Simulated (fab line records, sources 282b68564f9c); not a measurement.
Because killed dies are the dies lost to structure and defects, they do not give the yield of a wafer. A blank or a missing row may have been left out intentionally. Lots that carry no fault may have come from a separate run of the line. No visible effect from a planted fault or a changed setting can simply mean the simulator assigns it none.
fab line records :: flow rit-cmos
record
  lots=15
  wafers=45
  last-day=7
route steps=202 shown GATE@95
lots that met no fault: taken from a fault-free run of the same line
start-h: hours from the record's opening day to when the first of the lot's shown wafers began :: wait-h: hours since the lot's step before :: " unchanged from the row above :: L1.1+2: several wafers, shown together as one row :: - no value, or no start given :: * or withheld: withheld :: < > ~ a bound
route shown NAME@n: a module of which the file shows steps, and the number in the route of the first :: usual: the fault-free wafers' mean and standard deviation :: same: alike in all rows :: chamber/n: place in a boat :: sites: readings site by site :: _std_site: standard deviation of those values :: _edge_site: mean of outer sites minus mean of inner sites :: radius-mm: for every site, how far away it sits from the centre of the wafer :: mask NAME#n: copy n :: behind: tool/chamber where the wafer was last shaped :: hold: why the lot went on hold/how many hours it stayed there/how the hold came to an end :: device: the transistor (n, p or np) that didn't switch :: end of line: the same wafers' tests at the end of the route :: step lacking rows: just its recipe :: killed: dies that structure and defects cost at the first sort, which is not the same as the wafer's yield :: map: shows each die of a wafer: x if killed, . if not, _ if none is there
set.NAME: the setting as run; set.NAME@STEP: as run at that earlier step :: model.NAME: the simulator's own value behind a step, which no gauge read
steps of the route over a sample of lots; a table a step, a row a wafer
services: the hour from which a tool's chamber was out of use, counted from the record's first day as start-h (under 0 if before that day), plus the number of hours and why
## steps
# step RIT_GATE_ETCH_19
# recipe
  chemistry=SF6/CHF3/O2
  time-s=165
  SF6_flow_sccm=30
  CHF3_flow_sccm=30
  O2_flow_sccm=5
  target=poly-Si
  pressure-mtorr=40
  rf-w=160
  target-depth-a=3125
  over-etch-frac=0.25
  stop-on=SiO2
# usual
  CHF3_flow_sccm=29.99/0.095
  O2_flow_sccm=5.001/0.015
  drypump-motor-current-A=5.8/0.39
  oes-product-au=0.857/0.011
  throttle-valve-pct=10.24/0.19
  time-s=165/0
lot.wafer: L861.2
tool: rie-si-02
chamber: 3
start-h: 49.52
wait-h: 0.1
CHF3_flow_sccm: 29.91
O2_flow_sccm: 5.007
drypump-motor-current-A: 6.6
oes-product-au: 0.858
rf-hours-counter-h: 147
throttle-valve-pct: 10.08
time-s: 165

lot.wafer: L861.3
tool: rie-si-02
chamber: 1
start-h: 49.52
wait-h: 0.1
CHF3_flow_sccm: 30.08
O2_flow_sccm: 5.000
drypump-motor-current-A: 5.9
oes-product-au: 0.854
rf-hours-counter-h: 146
throttle-valve-pct: 10.35
time-s: 165

lot.wafer: L861.6
tool: rie-si-02
chamber: 1
start-h: 49.52
wait-h: 0.1
CHF3_flow_sccm: 30.21
O2_flow_sccm: 4.981
drypump-motor-current-A: 5.9
oes-product-au: 0.861
rf-hours-counter-h: -
throttle-valve-pct: 10.36
time-s: 165

lot.wafer: L862.2
tool: rie-si-01
chamber: 1
start-h: 55.36
wait-h: 0.1
CHF3_flow_sccm: 29.83
O2_flow_sccm: 4.980
drypump-motor-current-A: 5.6
oes-product-au: 0.854
rf-hours-counter-h: 8
throttle-valve-pct: 10.10
time-s: 165

lot.wafer: L862.4
tool: rie-si-01
chamber: 3
start-h: 55.36
wait-h: 0.1
CHF3_flow_sccm: 29.94
O2_flow_sccm: 5.008
drypump-motor-current-A: 6.1
oes-product-au: 0.872
rf-hours-counter-h: -
throttle-valve-pct: 10.50
time-s: 165

lot.wafer: L862.5
tool: rie-si-01
chamber: 2
start-h: 55.36
wait-h: 0.1
CHF3_flow_sccm: 30.00
O2_flow_sccm: 4.974
drypump-motor-current-A: 5.8
oes-product-au: 0.843
rf-hours-counter-h: -
throttle-valve-pct: 9.98
time-s: 165

lot.wafer: L864.2
tool: rie-si-01
chamber: 1
start-h: 64.47
wait-h: 0.1
CHF3_flow_sccm: 30.04
O2_flow_sccm: 4.973
drypump-motor-current-A: 5.6
oes-product-au: 0.849
rf-hours-counter-h: 8
throttle-valve-pct: 10.10
time-s: 165

lot.wafer: L864.5
tool: rie-si-01
chamber: 3
start-h: 64.47
wait-h: 0.1
CHF3_flow_sccm: 29.92
O2_flow_sccm: 4.994
drypump-motor-current-A: 6.1
oes-product-au: 0.873
rf-hours-counter-h: -
throttle-valve-pct: 10.50
time-s: 165

lot.wafer: L864.6
tool: rie-si-01
chamber: 2
start-h: 64.47
wait-h: 0.1
CHF3_flow_sccm: 29.90
O2_flow_sccm: 4.977
drypump-motor-current-A: 5.8
oes-product-au: 0.841
rf-hours-counter-h: -
throttle-valve-pct: 10.00
time-s: 165

lot.wafer: L865.1
tool: rie-si-02
chamber: 2
start-h: 67.43
wait-h: 0.1
CHF3_flow_sccm: 29.87
O2_flow_sccm: 4.985
drypump-motor-current-A: 5.5
oes-product-au: 0.858
rf-hours-counter-h: 2
throttle-valve-pct: 10.54
time-s: 165

lot.wafer: L865.3
tool: rie-si-02
chamber: 0
start-h: 67.43
wait-h: 0.1
CHF3_flow_sccm: 29.91
O2_flow_sccm: 4.974
drypump-motor-current-A: 6.0
oes-product-au: 0.861
rf-hours-counter-h: 128
throttle-valve-pct: 10.09
time-s: 165

lot.wafer: L865.5
tool: rie-si-02
chamber: 0
start-h: 67.43
wait-h: 0.1
CHF3_flow_sccm: 29.94
O2_flow_sccm: 4.999
drypump-motor-current-A: 6.0
oes-product-au: 0.856
rf-hours-counter-h: -
throttle-valve-pct: 10.10
time-s: 165

lot.wafer: L866.1
tool: rie-si-01
chamber: 3
start-h: 76.06
wait-h: 0.1
CHF3_flow_sccm: 30.13
O2_flow_sccm: 5.023
drypump-motor-current-A: 6.1
oes-product-au: 0.891
rf-hours-counter-h: 96
throttle-valve-pct: 10.51
time-s: 165

lot.wafer: L866.2
tool: rie-si-01
chamber: 1
start-h: 76.06
wait-h: 0.1
CHF3_flow_sccm: 29.87
O2_flow_sccm: 4.996
drypump-motor-current-A: 5.6
oes-product-au: 0.860
rf-hours-counter-h: 8
throttle-valve-pct: 10.11
time-s: 165

lot.wafer: L866.6
tool: rie-si-01
chamber: 0
start-h: 76.06
wait-h: 0.1
CHF3_flow_sccm: 29.83
O2_flow_sccm: 4.961
drypump-motor-current-A: 5.2
oes-product-au: 0.869
rf-hours-counter-h: -
throttle-valve-pct: 10.23
time-s: 165

lot.wafer: L872.3
tool: rie-si-01
chamber: 1
start-h: 101.84
wait-h: 0.1
CHF3_flow_sccm: 29.95
O2_flow_sccm: 5.038
drypump-motor-current-A: 5.6
oes-product-au: 0.862
rf-hours-counter-h: 8
throttle-valve-pct: 10.09
time-s: 165

lot.wafer: L872.4
tool: rie-si-01
chamber: 2
start-h: 101.84
wait-h: 0.1
CHF3_flow_sccm: 29.99
O2_flow_sccm: 5.019
drypump-motor-current-A: 5.7
oes-product-au: 0.851
rf-hours-counter-h: 3
throttle-valve-pct: 9.98
time-s: 165

lot.wafer: L872.5
tool: rie-si-01
chamber: 2
start-h: 101.84
wait-h: 0.1
CHF3_flow_sccm: 30.17
O2_flow_sccm: 5.008
drypump-motor-current-A: 5.7
oes-product-au: 0.853
rf-hours-counter-h: -
throttle-valve-pct: 9.99
time-s: 165

lot.wafer: L873.4
tool: rie-si-02
chamber: 3
start-h: 107.84
wait-h: 0.1
CHF3_flow_sccm: 29.83
O2_flow_sccm: 5.010
drypump-motor-current-A: 6.6
oes-product-au: 0.833
rf-hours-counter-h: 147
throttle-valve-pct: 10.08
time-s: 165

lot.wafer: L873.5
tool: rie-si-02
chamber: 1
start-h: 107.84
wait-h: 0.1
CHF3_flow_sccm: 30.12
O2_flow_sccm: 5.015
drypump-motor-current-A: 6.0
oes-product-au: 0.843
rf-hours-counter-h: -
throttle-valve-pct: 10.34
time-s: 165

lot.wafer: L873.6
tool: rie-si-02
chamber: 0
start-h: 107.84
wait-h: 0.1
CHF3_flow_sccm: 29.95
O2_flow_sccm: 5.002
drypump-motor-current-A: 6.0
oes-product-au: 0.844
rf-hours-counter-h: -
throttle-valve-pct: 10.12
time-s: 165

lot.wafer: L874.1
tool: rie-si-01
chamber: 3
start-h: 110.79
wait-h: 0.1
CHF3_flow_sccm: -
O2_flow_sccm: -
drypump-motor-current-A: -
oes-product-au: -
rf-hours-counter-h: -
throttle-valve-pct: -
time-s: -

lot.wafer: L874.5
tool: rie-si-01
chamber: 0
start-h: 110.79
wait-h: 0.1
CHF3_flow_sccm: -
O2_flow_sccm: -
drypump-motor-current-A: -
oes-product-au: -
rf-hours-counter-h: -
throttle-valve-pct: -
time-s: -

lot.wafer: L874.6
tool: rie-si-01
chamber: 1
start-h: 110.79
wait-h: 0.1
CHF3_flow_sccm: -
O2_flow_sccm: -
drypump-motor-current-A: -
oes-product-au: -
rf-hours-counter-h: -
throttle-valve-pct: -
time-s: -

lot.wafer: L875.2
tool: rie-si-02
chamber: 1
start-h: 117.90
wait-h: 0.1
CHF3_flow_sccm: -
O2_flow_sccm: -
drypump-motor-current-A: -
oes-product-au: -
rf-hours-counter-h: -
throttle-valve-pct: -
time-s: -

lot.wafer: L875.3
tool: rie-si-02
chamber: 2
start-h: 117.90
wait-h: 0.1
CHF3_flow_sccm: -
O2_flow_sccm: -
drypump-motor-current-A: -
oes-product-au: -
rf-hours-counter-h: -
throttle-valve-pct: -
time-s: -

lot.wafer: L875.6
tool: rie-si-02
chamber: 1
start-h: 117.90
wait-h: 0.1
CHF3_flow_sccm: -
O2_flow_sccm: -
drypump-motor-current-A: -
oes-product-au: -
rf-hours-counter-h: -
throttle-valve-pct: -
time-s: -

lot.wafer: L876.1
tool: rie-si-01
chamber: 1
start-h: 121.44
wait-h: 0.1
CHF3_flow_sccm: -
O2_flow_sccm: -
drypump-motor-current-A: -
oes-product-au: -
rf-hours-counter-h: -
throttle-valve-pct: -
time-s: -

lot.wafer: L876.2
tool: rie-si-01
chamber: 3
start-h: 121.44
wait-h: 0.1
CHF3_flow_sccm: -
O2_flow_sccm: -
drypump-motor-current-A: -
oes-product-au: -
rf-hours-counter-h: -
throttle-valve-pct: -
time-s: -

lot.wafer: L876.6
tool: rie-si-01
chamber: 1
start-h: 121.44
wait-h: 0.1
CHF3_flow_sccm: -
O2_flow_sccm: -
drypump-motor-current-A: -
oes-product-au: -
rf-hours-counter-h: -
throttle-valve-pct: -
time-s: -

lot.wafer: L877.2
tool: rie-si-02
chamber: 0
start-h: 126.50
wait-h: 0.1
CHF3_flow_sccm: 30.12
O2_flow_sccm: 5.000
drypump-motor-current-A: 6.0
oes-product-au: 0.851
rf-hours-counter-h: 129
throttle-valve-pct: 10.11
time-s: 165

lot.wafer: L877.5
tool: rie-si-02
chamber: 0
start-h: 126.50
wait-h: 0.1
CHF3_flow_sccm: 30.12
O2_flow_sccm: 5.011
drypump-motor-current-A: 6.0
oes-product-au: 0.845
rf-hours-counter-h: -
throttle-valve-pct: 10.10
time-s: 165

lot.wafer: L877.6
tool: rie-si-02
chamber: 1
start-h: 126.50
wait-h: 0.1
CHF3_flow_sccm: 30.05
O2_flow_sccm: 5.002
drypump-motor-current-A: 5.9
oes-product-au: 0.840
rf-hours-counter-h: -
throttle-valve-pct: 10.37
time-s: 165

lot.wafer: L878.1
tool: rie-si-01
chamber: 0
start-h: 133.48
wait-h: 0.1
CHF3_flow_sccm: 30.03
O2_flow_sccm: 5.004
drypump-motor-current-A: 5.2
oes-product-au: 0.858
rf-hours-counter-h: 24
throttle-valve-pct: 10.23
time-s: 165

lot.wafer: L878.3
tool: rie-si-01
chamber: 2
start-h: 133.48
wait-h: 0.1
CHF3_flow_sccm: 29.85
O2_flow_sccm: 4.975
drypump-motor-current-A: 5.8
oes-product-au: 0.841
rf-hours-counter-h: 4
throttle-valve-pct: 9.98
time-s: 165

lot.wafer: L878.5
tool: rie-si-01
chamber: 0
start-h: 133.48
wait-h: 0.1
CHF3_flow_sccm: 30.07
O2_flow_sccm: 5.000
drypump-motor-current-A: 5.2
oes-product-au: 0.855
rf-hours-counter-h: -
throttle-valve-pct: 10.23
time-s: 165

lot.wafer: L879.3
tool: rie-si-02
chamber: 0
start-h: 137.14
wait-h: 0.1
CHF3_flow_sccm: 30.03
O2_flow_sccm: 5.018
drypump-motor-current-A: 6.0
oes-product-au: 0.849
rf-hours-counter-h: 129
throttle-valve-pct: 10.09
time-s: 165

lot.wafer: L879.5
tool: rie-si-02
chamber: 1
start-h: 137.14
wait-h: 0.1
CHF3_flow_sccm: 29.95
O2_flow_sccm: 4.995
drypump-motor-current-A: 5.9
oes-product-au: 0.842
rf-hours-counter-h: -
throttle-valve-pct: 10.35
time-s: 165

lot.wafer: L879.6
tool: rie-si-02
chamber: 0
start-h: 137.14
wait-h: 0.1
CHF3_flow_sccm: 30.06
O2_flow_sccm: 4.985
drypump-motor-current-A: 6.0
oes-product-au: 0.848
rf-hours-counter-h: -
throttle-valve-pct: 10.10
time-s: 165

lot.wafer: L880.3
tool: rie-si-01
chamber: 0
start-h: 143.22
wait-h: 0.1
CHF3_flow_sccm: 29.84
O2_flow_sccm: 5.003
drypump-motor-current-A: 5.2
oes-product-au: 0.855
rf-hours-counter-h: 24
throttle-valve-pct: 10.23
time-s: 165

lot.wafer: L880.5
tool: rie-si-01
chamber: 3
start-h: 143.22
wait-h: 0.1
CHF3_flow_sccm: 30.11
O2_flow_sccm: 4.985
drypump-motor-current-A: 6.1
oes-product-au: 0.872
rf-hours-counter-h: -
throttle-valve-pct: 10.50
time-s: 165

lot.wafer: L880.6
tool: rie-si-01
chamber: 2
start-h: 143.22
wait-h: 0.1
CHF3_flow_sccm: 29.95
O2_flow_sccm: 5.011
drypump-motor-current-A: 5.8
oes-product-au: 0.837
rf-hours-counter-h: -
throttle-valve-pct: 10.00
time-s: 165

lot.wafer: L882.3
tool: rie-si-01
chamber: 1
start-h: 156.41
wait-h: 0.1
CHF3_flow_sccm: 30.05
O2_flow_sccm: 5.004
drypump-motor-current-A: 5.6
oes-product-au: 0.866
rf-hours-counter-h: 9
throttle-valve-pct: 10.11
time-s: 165

lot.wafer: L882.4
tool: rie-si-01
chamber: 3
start-h: 156.41
wait-h: 0.1
CHF3_flow_sccm: 30.03
O2_flow_sccm: 4.986
drypump-motor-current-A: 6.1
oes-product-au: 0.879
rf-hours-counter-h: 96
throttle-valve-pct: 10.51
time-s: 165

lot.wafer: L882.6
tool: rie-si-01
chamber: 0
start-h: 156.41
wait-h: 0.1
CHF3_flow_sccm: 30.01
O2_flow_sccm: 5.029
drypump-motor-current-A: 5.2
oes-product-au: 0.870
rf-hours-counter-h: -
throttle-valve-pct: 10.22
time-s: 165
# step RIT_GATE_CD_MEAS_90
# recipe
  target-cd-nm=150
# usual
  cd-nm=150.4/2.4
lot.wafer: L861.2
tool: cd-sem-01
chamber: -
start-h: 49.82
wait-h: 0.1
cd-nm: 147.7

lot.wafer: L861.3
tool: cd-sem-01
chamber: -
start-h: 49.82
wait-h: 0.1
cd-nm: 146.4

lot.wafer: L861.6
tool: cd-sem-01
chamber: -
start-h: 49.82
wait-h: 0.1
cd-nm: 149.8

lot.wafer: L862.2
tool: cd-sem-02
chamber: -
start-h: 55.66
wait-h: 0.1
cd-nm: 150.4

lot.wafer: L862.4
tool: cd-sem-02
chamber: -
start-h: 55.66
wait-h: 0.1
cd-nm: 153.1

lot.wafer: L862.5
tool: cd-sem-02
chamber: -
start-h: 55.66
wait-h: 0.1
cd-nm: 150.2

lot.wafer: L864.2
tool: cd-sem-01
chamber: -
start-h: 64.77
wait-h: 0.1
cd-nm: 149.7

lot.wafer: L864.5
tool: cd-sem-01
chamber: -
start-h: 64.77
wait-h: 0.1
cd-nm: 149.2

lot.wafer: L864.6
tool: cd-sem-01
chamber: -
start-h: 64.77
wait-h: 0.1
cd-nm: 152.8

lot.wafer: L865.1
tool: cd-sem-02
chamber: -
start-h: 67.71
wait-h: 0.1
cd-nm: 147.3

lot.wafer: L865.3
tool: cd-sem-02
chamber: -
start-h: 67.71
wait-h: 0.1
cd-nm: 145.5

lot.wafer: L865.5
tool: cd-sem-02
chamber: -
start-h: 67.71
wait-h: 0.1
cd-nm: 147.3

lot.wafer: L866.1
tool: cd-sem-01
chamber: -
start-h: 76.34
wait-h: 0.1
cd-nm: 150.9

lot.wafer: L866.2
tool: cd-sem-01
chamber: -
start-h: 76.34
wait-h: 0.1
cd-nm: 151.7

lot.wafer: L866.6
tool: cd-sem-01
chamber: -
start-h: 76.34
wait-h: 0.1
cd-nm: 153.7

lot.wafer: L872.3
tool: cd-sem-01
chamber: -
start-h: 102.16
wait-h: 0.1
cd-nm: 151.5

lot.wafer: L872.4
tool: cd-sem-01
chamber: -
start-h: 102.16
wait-h: 0.1
cd-nm: 150.8

lot.wafer: L872.5
tool: cd-sem-01
chamber: -
start-h: 102.16
wait-h: 0.1
cd-nm: 151.5

lot.wafer: L873.4
tool: cd-sem-02
chamber: -
start-h: 108.18
wait-h: 0.1
cd-nm: 152.4

lot.wafer: L873.5
tool: cd-sem-02
chamber: -
start-h: 108.18
wait-h: 0.1
cd-nm: 150.4

lot.wafer: L873.6
tool: cd-sem-02
chamber: -
start-h: 108.18
wait-h: 0.1
cd-nm: 151.1

lot.wafer: L874.1
tool: cd-sem-01
chamber: -
start-h: 111.08
wait-h: 0.1
cd-nm: -

lot.wafer: L874.5
tool: cd-sem-01
chamber: -
start-h: 111.08
wait-h: 0.1
cd-nm: -

lot.wafer: L874.6
tool: cd-sem-01
chamber: -
start-h: 111.08
wait-h: 0.1
cd-nm: -

lot.wafer: L875.2
tool: cd-sem-02
chamber: -
start-h: 118.20
wait-h: 0.1
cd-nm: -

lot.wafer: L875.3
tool: cd-sem-02
chamber: -
start-h: 118.20
wait-h: 0.1
cd-nm: -

lot.wafer: L875.6
tool: cd-sem-02
chamber: -
start-h: 118.20
wait-h: 0.1
cd-nm: -

lot.wafer: L876.1
tool: cd-sem-02
chamber: -
start-h: 121.73
wait-h: 0.1
cd-nm: -

lot.wafer: L876.2
tool: cd-sem-02
chamber: -
start-h: 121.73
wait-h: 0.1
cd-nm: -

lot.wafer: L876.6
tool: cd-sem-02
chamber: -
start-h: 121.73
wait-h: 0.1
cd-nm: -

lot.wafer: L877.2
tool: cd-sem-01
chamber: -
start-h: 126.81
wait-h: 0.1
cd-nm: 150.8

lot.wafer: L877.5
tool: cd-sem-01
chamber: -
start-h: 126.81
wait-h: 0.1
cd-nm: 148.3

lot.wafer: L877.6
tool: cd-sem-01
chamber: -
start-h: 126.81
wait-h: 0.1
cd-nm: 149.1

lot.wafer: L878.1
tool: cd-sem-01
chamber: -
start-h: 133.76
wait-h: 0.1
cd-nm: 145.8

lot.wafer: L878.3
tool: cd-sem-01
chamber: -
start-h: 133.76
wait-h: 0.1
cd-nm: 148.2

lot.wafer: L878.5
tool: cd-sem-01
chamber: -
start-h: 133.76
wait-h: 0.1
cd-nm: 145.3

lot.wafer: L879.3
tool: cd-sem-01
chamber: -
start-h: 137.46
wait-h: 0.1
cd-nm: 150.4

lot.wafer: L879.5
tool: cd-sem-01
chamber: -
start-h: 137.46
wait-h: 0.1
cd-nm: 150.3

lot.wafer: L879.6
tool: cd-sem-01
chamber: -
start-h: 137.46
wait-h: 0.1
cd-nm: 150.4

lot.wafer: L880.3
tool: cd-sem-01
chamber: -
start-h: 143.54
wait-h: 0.1
cd-nm: 153.1

lot.wafer: L880.5
tool: cd-sem-01
chamber: -
start-h: 143.54
wait-h: 0.1
cd-nm: 150.3

lot.wafer: L880.6
tool: cd-sem-01
chamber: -
start-h: 143.54
wait-h: 0.1
cd-nm: 151.0

lot.wafer: L882.3
tool: cd-sem-02
chamber: -
start-h: 156.74
wait-h: 0.1
cd-nm: 154.6

lot.wafer: L882.4
tool: cd-sem-02
chamber: -
start-h: 156.74
wait-h: 0.1
cd-nm: 155.1

lot.wafer: L882.6
tool: cd-sem-02
chamber: -
start-h: 156.74
wait-h: 0.1
cd-nm: 153.2
## services
tool: rie-si-01
chamber: -
start-h: 34.62
hours: 6.6
kind: repair

tool: rie-si-01
chamber: 0
start-h: 52.91
hours: 15.0
kind: repair

tool: rie-si-01
chamber: -
start-h: 84.60
hours: 14.6
kind: pm

tool: rie-si-02
chamber: 3
start-h: 124.00
hours: -
kind: clean

tool: rie-si-02
chamber: 3
start-h: 124.00
hours: 15.2
kind: scheduled-down

tool: rie-si-02
chamber: 3
start-h: 124.00
hours: 15.2
kind: vent-cycle

tool: rie-si-01
chamber: 3
start-h: 127.84
hours: 1.9
kind: repair

tool: rie-si-02
chamber: 1
start-h: 139.18
hours: -
kind: clean

tool: rie-si-02
chamber: 1
start-h: 139.18
hours: 14.0
kind: scheduled-down

tool: rie-si-02
chamber: 1
start-h: 139.18
hours: 14.0
kind: vent-cycle
## key
first-sign
  step=RIT_GATE_ETCH_19
  reading=tool-record
  direction=missing
effect
  step=RIT_GATE_CD_MEAS_90
  reading=cd-nm
  direction=missing
met-at RIT_GATE_ETCH_19
struck-lots L874,L875,L876
later-rows-left-out L874.1,L874.5,L874.6,L875.2,L875.3,L875.6,L876.1,L876.2,L876.6
sort-left-out L874.1,L874.5,L874.6,L875.2,L875.3,L875.6,L876.1,L876.2,L876.6
tester-left-out L874,L875,L876
onset-between 107.84 110.79
fault
  kind=skipped-step-whole
  tool=rie-si-01,rie-si-02
  chamber=-
  onset-h=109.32
  steps=RIT_GATE_ETCH_19
  scope=struck-lots-only
# tester-left-out: of these lots the tester's yield and bins aren't shown, on N5 and GAA mostly nor the transistor test; their killed dies are dies lost to structure and defects alone, not to doping, threshold or leakage, so they don't give the yield
# sort-left-out: the simulated sort isn't trusted on such a fault, so these wafers' sort isn't shown, and their yield isn't known
# later-rows-left-out: the simulator's readings of these wafers behind a module that went badly wrong aren't trusted and aren't shown, but for the sort
